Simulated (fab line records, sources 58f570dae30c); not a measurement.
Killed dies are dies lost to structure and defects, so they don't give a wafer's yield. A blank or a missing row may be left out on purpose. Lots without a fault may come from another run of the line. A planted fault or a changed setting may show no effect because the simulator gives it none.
Chamber matching | flow berkeley_cmos170 | UCB170_SPACER_ETCHBACK_03 on rie_diel-03: 4 sister chambers
The step etches SiO2 in CHF3/CF4/Ar, stops on Si, target depth 376 nm, time 100 s. 16 wafers are shown with their chamber, then 8 later ones without.

WAFERS WITH THEIR CHAMBER
wafer  | chamber | throttle_valve_pct (%) | drypump_motor_current_A (A) | oes_product_au (a.u.)
L473.2 | 0       | 6.32                   | 6.5                         | 0.899
L473.3 | 1       | 6.62                   | 5.5                         | 0.898
L473.5 | 2       | 6.64                   | 6.2                         | 0.916
L475.1 | 2       | 6.67                   | 6.3                         | 0.903
L475.3 | 0       | 6.33                   | 6.6                         | 0.905
L475.4 | 1       | 6.59                   | 5.5                         | 0.915
L476.1 | 1       | 6.60                   | 5.5                         | 0.887
L476.4 | 2       | 6.68                   | 6.3                         | 0.902
L476.6 | 0       | 6.33                   | 6.6                         | 0.891
L481.1 | 3       | 6.67                   | 6.0                         | 0.870
L481.3 | 1       | 6.60                   | 5.5                         | 0.907
L481.4 | 1       | 6.61                   | 5.5                         | 0.901
L486.1 | 3       | 6.67                   | 5.9                         | 0.885
L486.2 | 1       | 6.61                   | 5.5                         | 0.895
L486.5 | 1       | 6.61                   | 5.5                         | 0.916
L488.2 | 1       | 6.60                   | 5.5                         | 0.894

SIGNATURES (means of the wafers above)
reading                 | chamber 0 | chamber 1 | chamber 2 | chamber 3 | scatter within a chamber
throttle_valve_pct      | 6.3267    | 6.6050    | 6.6633    | 6.6700    | 0.0113
drypump_motor_current_A | 6.567     | 5.500     | 6.267     | 5.950     | 0.0391
oes_product_au          | 0.89833   | 0.90163   | 0.90700   | 0.87750   | 0.00947
Rule: a wafer's distance from a chamber is the root of the sum, over the readings, of the square of ((its reading less the chamber's mean) divided by the reading's scatter). The wafer belongs to the nearest chamber; if the next one is less than 2 further off, it can't be placed. The scatter: the root of (the sum of the squares of (reading less its chamber's mean) over the shown wafers, divided by (wafers less chambers)).

WAFERS WITHOUT THEIR CHAMBER
wafer  | throttle_valve_pct (%) | drypump_motor_current_A (A) | oes_product_au (a.u.)
L488.3 | 6.67                   | 6.3                         | 0.911
L488.6 | 6.61                   | 5.5                         | 0.907
L490.2 | 6.65                   | 6.2                         | 0.903
L490.4 | 6.61                   | 5.5                         | 0.912
L490.5 | 6.65                   | 6.2                         | 0.922
L492.1 | 6.66                   | 6.0                         | 0.876
L492.2 | 6.66                   | 6.2                         | 0.904
L492.4 | 6.35                   | 6.6                         | 0.899

WHICH CHAMBER EACH WENT THROUGH
wafer  | from the rows above | in truth
L488.3 | 2                   | 2
L488.6 | 1                   | 1
L490.2 | 2                   | 2
L490.4 | 1                   | 1
L490.5 | 2                   | 2
L492.1 | 3                   | 3
L492.2 | 2                   | 2
L492.4 | 0                   | 0
Placed correctly: 8 of 8. Can't be placed from these rows: 0. Placed wrongly: 0.
